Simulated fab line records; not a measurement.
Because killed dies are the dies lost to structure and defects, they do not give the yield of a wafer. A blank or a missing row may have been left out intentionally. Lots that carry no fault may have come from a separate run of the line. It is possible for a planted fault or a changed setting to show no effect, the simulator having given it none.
fab line records | flow berkeley-cmos170 | part 2 of 2: steps 33 to 44 of 44
record lots=5 wafers=15 last-day=10
route steps=331 shown FIELD@94 SACOX@97 SCREENOX@100 NVT@104 PVT@115 GATE@125
lots that met no fault: from a run of the same line without faults
start-h: hours from the record's opening day to when the first of the lot's shown wafers began | wait-h: hours since the lot's step before | " same as the row above | L1.1+2: several wafers, shown together as one row | - no value, or no start was given | * or withheld: withheld | < > ~ a bound
route shown NAME@n: a module of which the file shows steps, and the number in the route of the first | usual: the fault-free wafers' mean and standard deviation | same: alike in all rows | chamber/n: place in a boat | sites: the reading at each site | _std_site: their standard deviation | _edge_site: mean of outer sites minus mean of inner sites | radius-mm: for every site, how far away it sits from the centre of the wafer | mask NAME#n: copy n | behind: tool/chamber where the wafer was last shaped | hold: reason for holding the lot/hours on hold/outcome of the hold | device: which transistor (n, p or np) failed to switch | end of line: the route-end tests of the same wafers | where a step has no rows: the recipe by itself | killed: dies that structure and defects cost at the first sort, which is not the same as the wafer's yield | map: a wafer's dies, x killed, . not, _ none there
set.NAME: the setting as run; set.NAME@STEP: as run at that earlier step | model.NAME: the simulator's own value behind a step, which no gauge read
certain route steps with their lots: each step a table, each wafer a row
services: from which hour (start-h, from the record's first day; less than 0 if before it) a tool's chamber was out of use, for how many hours, and why
## steps
# step UCB170_FIELD_THK_MEAS_91
# recipe reads=SiO2_of_FIELD_OXIDATION_01
# usual FIELD_OXIDE_LEFT_2_THK=356/8.5
# columns lot.wafer tool chamber start-h wait-h FIELD_OXIDE_LEFT_2_THK[nm]
L075.3 film-metro-04 - 133.40 0.0 379
L075.4 " - " " 386
L075.5 " - " " 376
L078.2 film-metro-04 - 141.12 0.0 351
L078.3 " - " " 356
L078.4 " - " " 354
L080.3 film-metro-03 - 156.03 0.0 350
L080.4 " - " " 337
L080.5 " - " " 352
L083.4 film-metro-03 - 165.23 0.0 356
L083.5 " - " " 357
L083.6 " - " " 362
L085.1 film-metro-03 - 179.65 0.0 357
L085.4 " - " " 355
L085.6 " - " " 356
# step UCB170_GATE_OXIDATION_01
# recipe temp-c=850 ambient=O2 target-thk-a=66 ox-time-s=1800
# columns lot.wafer tool chamber start-h wait-h
L075.3+4+5 furnace-01 0 135.11 1.7
L078.2+3+4 furnace-01 0 146.86 5.7
L080.3+4+5 furnace-03 0 161.48 5.4
L083.4+5+6 furnace-01 0 168.73 3.5
L085.1+4+6 furnace-01 0 181.56 1.9
# step UCB170_GATE_THK_MEAS_02
# recipe reads=SiO2_of_GATE_OXIDATION_01
# usual GATE_OXIDE_THK=6.52/0.12
# columns lot.wafer tool chamber start-h wait-h GATE_OXIDE_THK[nm]
L075.3 film-metro-04 - 136.65 0.0 6.50
L075.4 " - " " 6.56
L075.5 " - " " 6.46
L078.2 film-metro-03 - 148.37 0.0 6.45
L078.3 " - " " 6.33
L078.4 " - " " 6.38
L080.3 film-metro-04 - 163.00 0.0 6.46
L080.4 " - " " 6.44
L080.5 " - " " 6.39
L083.4 film-metro-03 - 170.26 0.0 6.56
L083.5 " - " " 6.46
L083.6 " - " " 6.36
L085.1 film-metro-04 - 183.12 0.1 6.36
L085.4 " - " " 6.35
L085.6 " - " " 6.48
# step UCB170_GATE_ANNEAL_03
# recipe temp-c=900 time-s=1800 ambient=N2
# columns lot.wafer tool chamber start-h wait-h
L075.3+4+5 furnace-01 0 140.53 3.9
L078.2+3+4 furnace-01 0 149.71 1.3
L080.3+4+5 furnace-01 0 165.88 2.9
L083.4+5+6 furnace-02 0 172.75 2.5
L085.1+4+6 furnace-01 0 184.73 1.6
# step UCB170_GATE_CVD_04
# recipe material=poly-Si temp-c=610 precursor=SiH4 time-s=1440 pressure-mtorr=375 target-thk-nm=214 sih4-flow-sccm=120
# usual pressure-mtorr=375.0/0.69 sih4-flow-sccm=120.0/0.32
# columns lot.wafer tool chamber start-h wait-h pressure-mtorr sih4-flow-sccm
L075.3 lpcvd-02 1 142.03 0.0 373.9 119.9
L075.4 " 1 " " 375.0 119.4
L075.5 " 1 " " 375.1 120.4
L078.2 lpcvd-02 1 151.21 0.0 376.3 119.7
L078.3 " 1 " " 375.2 119.8
L078.4 " 1 " " 375.9 119.6
L080.3 lpcvd-02 1 167.38 0.0 374.2 119.9
L080.4 " 1 " " 375.3 120.1
L080.5 " 1 " " 374.0 120.5
L083.4 lpcvd-01 1 174.25 0.0 375.7 119.7
L083.5 " 1 " " 375.1 119.5
L083.6 " 1 " " 375.6 119.9
L085.1 lpcvd-01 0 186.23 0.0 375.1 119.8
L085.4 " 0 " " 374.6 119.8
L085.6 " 0 " " 375.4 119.7
# step UCB170_GATE_THK_MEAS_05
# recipe reads=poly-Si_of_GATE_CVD_04
# usual GATE_POLY_THK=214.4/2
# columns lot.wafer tool chamber start-h wait-h GATE_POLY_THK[nm]
L075.3 film-metro-04 - 144.15 0.0 214.1
L075.4 " - " " 214.8
L075.5 " - " " 215.7
L078.2 film-metro-04 - 153.32 0.0 212.4
L078.3 " - " " 210.7
L078.4 " - " " 210.8
L080.3 film-metro-03 - 169.51 0.0 216.8
L080.4 " - " " 214.5
L080.5 " - " " 214.6
L083.4 film-metro-03 - 175.68 0.0 215.8
L083.5 " - " " 214.7
L083.6 " - " " 212.6
L085.1 film-metro-02 - 187.63 0.0 215.7
L085.4 " - " " 213.8
L085.6 " - " " 214.4
# step UCB170_GATE_COAT_06
# recipe resist=BARC temp-c=withheld time-s=withheld spin-rpm=3000 resist-thk-nm=withheld
# usual spin-speed-rpm=2999.8/2.1
# columns lot.wafer tool chamber start-h wait-h spin-speed-rpm
L075.3 litho-track-01 0 144.38 0.2 2998.9
L075.4 " 0 " " 2997.4
L075.5 " 0 " " 3000.3
L078.2 litho-track-01 0 153.47 0.1 3000.9
L078.3 " 0 " " 3001.5
L078.4 " 0 " " 3001.1
L080.3 litho-track-02 0 169.84 0.3 3001.0
L080.4 " 0 " " 3001.5
L080.5 " 0 " " 3000.1
L083.4 litho-track-01 0 175.85 0.2 2998.9
L083.5 " 0 " " 3002.7
L083.6 " 0 " " 3001.5
L085.1 litho-track-02 0 188.54 0.9 3002.5
L085.4 " 0 " " 2997.3
L085.6 " 0 " " 2996.4
# step UCB170_GATE_COAT_07
# recipe resist=KrF spin-rpm=1485 resist-thk-nm=900
# usual spin-speed-rpm=1484.9/0.88
# columns lot.wafer tool chamber start-h wait-h spin-speed-rpm
L075.3 litho-track-01 0 - - 1484.9
L075.4 " 0 " " 1486.3
L075.5 " 0 " " 1485.4
L078.2 litho-track-01 0 - - 1485.4
L078.3 " 0 " " 1485.5
L078.4 " 0 " " 1483.6
L080.3 litho-track-02 0 - - 1485.2
L080.4 " 0 " " 1484.2
L080.5 " 0 " " 1486.1
L083.4 litho-track-01 0 - - 1483.2
L083.5 " 0 " " 1485.1
L083.6 " 0 " " 1483.5
L085.1 litho-track-02 0 - - 1485.4
L085.4 " 0 " " 1486.4
L085.6 " 0 " " 1484.9
# step UCB170_GATE_SOFTBAKE_08
# recipe resist=KrF temp-c=130 time-s=60
# usual heater-power-total-W=56.79/0.043
# columns lot.wafer tool chamber start-h wait-h heater-power-total-W
L075.3 litho-track-01 0 - - 56.74
L075.4 " 0 " " 56.73
L075.5 " 0 " " 56.88
L078.2 litho-track-01 0 - - 56.80
L078.3 " 0 " " 56.82
L078.4 " 0 " " 56.76
L080.3 litho-track-02 0 - - 56.87
L080.4 " 0 " " 56.73
L080.5 " 0 " " 56.73
L083.4 litho-track-01 0 - - 56.73
L083.5 " 0 " " 56.76
L083.6 " 0 " " 56.75
L085.1 litho-track-02 0 - - 56.77
L085.4 " 0 " " 56.83
L085.6 " 0 " " 56.79
# step UCB170_GATE_EXPOSE_09
# recipe mask-id=POLY target-cd-nm=350 na=0.5 sigma-outer=0.6 source-shape=conventional dose-mj=21
# same na=0.5
# columns lot.wafer tool chamber start-h wait-h mask
L075.3+4+5 krf-scanner-01 0 145.03 - POLY#0
L078.2+3+4 krf-scanner-02 0 154.04 - POLY#0
L080.3+4+5 krf-scanner-01 0 170.61 - POLY#0
L083.4+5+6 krf-scanner-01 0 176.29 - POLY#0
L085.1+4+6 krf-scanner-01 0 189.43 - POLY#0
# step UCB170_GATE_PEB_10
# recipe peb-temp-c=130 peb-time-s=withheld resist=KrF
# usual heater-power-total-W=56.80/0.042
# columns lot.wafer tool chamber start-h wait-h heater-power-total-W
L075.3 litho-track-01 0 145.16 0.1 56.89
L075.4 " 0 " " 56.82
L075.5 " 0 " " 56.73
L078.2 litho-track-03 0 154.17 0.1 56.78
L078.3 " 0 " " 56.75
L078.4 " 0 " " 56.81
L080.3 litho-track-03 0 170.74 0.1 56.76
L080.4 " 0 " " 56.78
L080.5 " 0 " " 56.80
L083.4 litho-track-02 0 176.77 0.5 56.81
L083.5 " 0 " " 56.83
L083.6 " 0 " " 56.85
L085.1 litho-track-03 0 190.19 0.7 56.87
L085.4 " 0 " " 56.78
L085.6 " 0 " " 56.87
# step UCB170_GATE_DEVELOP_11
# recipe developer=TMAH develop-time-s=45 resist=KrF dev-temp-c=21
# columns lot.wafer tool chamber start-h wait-h
L075.3+4+5 litho-track-01 0 - -
L078.2+3+4 litho-track-03 0 - -
L080.3+4+5 litho-track-03 0 - -
L083.4+5+6 litho-track-02 0 - -
L085.1+4+6 litho-track-03 0 - -
## services
# columns tool chamber start-h hours kind
plasma-asher-01 - 89.26 14.6 pm
furnace-02 - 92.30 4.0 pm
implanter-01 - 95.34 2.9 repair
implanter-01 - 98.14 2.8 repair
plasma-asher-04 - 108.75 9.0 pm
plasma-asher-04 0 108.75 9.0 vent-cycle
plasma-asher-04 1 108.75 9.0 vent-cycle
implanter-04 - 111.35 3.0 repair
implanter-01 - 112.13 5.7 repair
furnace-04 - 113.99 4.2 pm
krf-scanner-01 - 124.99 1.2 repair
krf-scanner-01 - 128.32 0.1 repair
implanter-01 - 131.29 2.6 pm
krf-scanner-01 - 136.38 0.8 pm
krf-scanner-02 - 137.19 3.6 pm
furnace-03 - 139.69 4.4 pm
krf-scanner-01 - 140.75 1.0 pm
krf-scanner-02 - 141.75 0.8 pm
krf-scanner-02 - 142.50 1.0 pm
plasma-asher-04 - 143.48 4.7 repair
krf-scanner-02 - 155.80 0.8 pm
implanter-04 - 156.31 4.5 pm
krf-scanner-02 0 164.01 - calibration
implanter-03 - 176.41 3.8 repair
